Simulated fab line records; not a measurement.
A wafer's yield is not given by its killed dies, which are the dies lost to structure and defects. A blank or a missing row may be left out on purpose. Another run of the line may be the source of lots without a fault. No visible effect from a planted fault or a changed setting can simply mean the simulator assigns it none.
Which tool was responsible? + flow rit_cmos + Sampling: 13 lots, 39 wafers, 2 of 202 route steps

== WHAT EACH GAUGE READ, for each wafer ==
The record lacks any reading of a measuring or inspecting step that a usual standard deviation could be used to judge.

== EACH LOT AND THE TOOL THAT RAN IT (in order: tool; ch and the chambers of the sampled wafers; start) ==
| lot  | RIT_GATE_ETCH_19                | RIT_M1_PROBE_99        |
|------|---------------------------------|------------------------|
| L721 | rie_si-02 ch 0,2,3, day 2 14:52 | -                      |
| L722 | rie_si-01 ch 1,2,3, day 3 00:19 | -                      |
| L723 | rie_si-02 ch 0,1,3, day 3 03:25 | -                      |
| L725 | rie_si-02 ch 0,1,2, day 3 15:26 | -                      |
| L726 | rie_si-01 ch 0,1,2, day 3 21:34 | -                      |
| L727 | rie_si-02 ch 0,1,2, day 4 00:56 | prober-01, day 4 20:44 |
| L728 | rie_si-01 ch 0,2,3, day 4 04:39 | -                      |
| L730 | rie_si-01 ch 0,1, day 4 13:58   | -                      |
| L731 | rie_si-02 ch 1,2, day 4 21:06   | prober-01, day 5 17:49 |
| L733 | rie_si-02 ch 1,3, day 5 03:37   | -                      |
| L738 | rie_si-01 ch 1,2,3, day 6 06:10 | -                      |
| L741 | rie_si-02 ch 0,3, day 6 19:43   | -                      |
| L743 | rie_si-02 ch 0,1,3, day 7 07:41 | -                      |
- RIT_GATE_ETCH_19: etches poly-Si in SF6/CHF3/O2, stops on SiO2, time 165 s, target depth 312.5 nm.
- RIT_M1_PROBE_99

== AS READ BY THE TOOLS THEMSELVES (means over the sampled wafers that have a number; for cases with no such wafer, the mark the record gives instead) ==
RIT_GATE_ETCH_19. Usual: CHF3_flow_sccm 29.99 sccm, standard deviation 0.1; chamber_pressure_mTorr 40.00 mTorr, standard deviation 0.036; drypump_motor_current_A 6.12 A, standard deviation 0.17; oes_product_au 0.849 a.u., standard deviation 0.0096; throttle_valve_pct 10.25 %, standard deviation 0.16.
| lot  | tool      | CHF3_flow_sccm (sccm) | chamber_pressure_mTorr (mTorr) | drypump_motor_current_A (A) | oes_product_au (a.u.) | throttle_valve_pct (%) | flag |
|------|-----------|-----------------------|--------------------------------|-----------------------------|-----------------------|------------------------|------|
| L721 | rie_si-02 | 29.99                 | 39.99                          | 6.04                        | 0.848                 | 10.11                  |      |
| L722 | rie_si-01 | 30.04                 | 40.02                          | 6.18                        | 0.849                 | 10.31                  |      |
| L723 | rie_si-02 | 29.95                 | 40.01                          | 6.00                        | 0.853                 | 10.26                  |      |
| L725 | rie_si-02 | 29.97                 | 40.02                          | 6.07                        | 0.859                 | 10.27                  |      |
| L726 | rie_si-01 | 30.05                 | 39.99                          | 6.29                        | 0.847                 | 10.32                  |      |
| L727 | rie_si-02 | 29.94                 | 40.00                          | 6.05                        | 0.851                 | 10.27                  |      |
| L728 | rie_si-01 | 29.93                 | 39.97                          | 6.19                        | 0.843                 | 10.34                  |      |
| L730 | rie_si-01 | 30.13                 | 40.00                          | 6.33                        | 0.837                 | 10.25                  |      |
| L731 | rie_si-02 | 29.97                 | 40.05                          | 6.12                        | 0.857                 | 10.19                  |      |
| L733 | rie_si-02 | 30.05                 | 40.01                          | 6.03                        | 0.855                 | 10.35                  |      |
| L738 | rie_si-01 | 29.99                 | 39.97                          | 6.16                        | 0.853                 | 10.31                  |      |
| L741 | rie_si-02 | 30.08                 | 39.99                          | 5.95                        | 0.857                 | 10.11                  |      |
| L743 | rie_si-02 | 29.94                 | 40.02                          | 5.98                        | 0.847                 | 10.26                  |      |

RIT_M1_PROBE_99. Usual: killed_at_contacts 0.1, standard deviation 0.3; killed_at_front_end 6.7, standard deviation 2.6; killed_dies 6.8, standard deviation 2.6; killed_open 3.3, standard deviation 1.7; killed_short 3.4, standard deviation 2.
| lot  | tool      | killed_at_contacts | killed_at_front_end | killed_dies | killed_open | killed_short | flag |
|------|-----------|--------------------|---------------------|-------------|-------------|--------------|------|
| L727 | prober-01 | 0.0                | 6.0                 | 6.0         | 4.0         | 2.0          |      |
| L731 | prober-01 | 0.0                | 5.3                 | 5.3         | 2.7         | 2.7          |      |

== THE ANSWER, worked out from the rows above alone ==
Rule: lot off if the mean of its wafers having a number is beyond 3 standard deviations from the usual mean. A lot without any number at a reading at which 4 lots or more have one is off too. Any other lot the step has rows for is counted as sound. After the gauges, taken in route order, come the tools' own readings; for these a lot's mean is taken, as printed above. At the first step where some lot is off, the reading lying furthest off is the one used; lots without a number count as furthest.
Nothing can be told from this: no lot is off at any reading shown.

== WHAT THE SIMULATOR PUT IN ==
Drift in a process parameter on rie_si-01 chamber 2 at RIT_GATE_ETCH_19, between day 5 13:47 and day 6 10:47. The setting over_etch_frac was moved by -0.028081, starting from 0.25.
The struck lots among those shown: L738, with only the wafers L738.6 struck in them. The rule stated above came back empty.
